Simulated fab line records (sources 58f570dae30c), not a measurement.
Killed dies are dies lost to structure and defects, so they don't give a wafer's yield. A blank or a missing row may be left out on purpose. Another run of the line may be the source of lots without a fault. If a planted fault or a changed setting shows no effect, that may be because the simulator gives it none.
A single fault, viewed from 2 desks | flow berkeley-cmos170 | only its own numbers are on each desk; what lay behind them is given at the end

## AT THE METROLOGY DESK
Means of the sampled wafers that have a number, per lot and without regard to the tool the lot ran on: this is what the gauges read. If a lot's mean is further than 4 standard deviations from the usual mean, the lot is out of limits and carries the mark OUT (the distance appears in the brackets). It has 11 readings; the 7 that lie furthest out on some lot are the ones shown.
Columns: A = cd-nm at UCB170_M1_CD_MEAS_90, usual 701 nm; B = V1_BOW at UCB170_V1_BOW_MEAS_03, usual 18 um; C = V1_POLISHED_THK at UCB170_V1_THK_MEAS_04, usual 999.7 nm; D = cd-nm at UCB170_V1_CD_MEAS_12, usual 700.3 nm; E = cd-nm at UCB170_V1_CD_MEAS_90, usual 700.4 nm; F = M2_AL_RS at UCB170_M2_RS_MEAS_02, usual 0.0322 ohm/sq; G = M2_AL_THK at UCB170_M2_THK_MEAS_03, usual 898 nm
lot  | first seen here | A   | B  | C      | D     | E     | F      | G
L463 | day 7 08:20     | 700 | 23 | 1000.9 | 700.7 | 700.5 | 0.0318 | 900
L465 | day 8 01:55     | 702 | 12 | 1000.3 | 698.6 | 698.8 | 0.0319 | 910
L471 | day 10 02:25    | 705 | 16 | 998.3  | 701.7 | 701.3 | 0.0323 | 899
L472 | day 10 03:38    | 701 | 10 | 1001.7 | 700.6 | 700.0 | 0.0318 | 908
L481 | day 11 21:53    | 698 | 19 | 999.8  | 699.6 | 698.2 | 0.0321 | 894
This desk's finding: nothing out of limits on any of the 5 lots.

## THE TOOL OWNER'S DESK: pecvd-02
The tool's own readings at UCB170_V1_CVD_00 (deposits SiO2 from TEOS/O2, target thk 2000 nm, time 250 s): means of the sampled wafers that have a number, for each lot that ran on this tool. If a lot's mean is further than 4 standard deviations from the usual mean, the lot is out of limits and carries the mark OUT (the distance appears in the brackets).
Columns: A = heater-power-w at UCB170_V1_CVD_00, usual 248 W
lot  | first seen here | A
L463 | day 7 10:43     | 248
L465 | day 8 09:29     | 227
L471 | day 10 07:22    | 251
This desk's finding: nothing out of limits on any of the 3 lots.

## BROUGHT TOGETHER
At the metrology desk, nothing out of limits was observed.
Nothing out of limits was seen by the tool owner's desk.

## WHAT THE SIMULATOR HAD INSERTED
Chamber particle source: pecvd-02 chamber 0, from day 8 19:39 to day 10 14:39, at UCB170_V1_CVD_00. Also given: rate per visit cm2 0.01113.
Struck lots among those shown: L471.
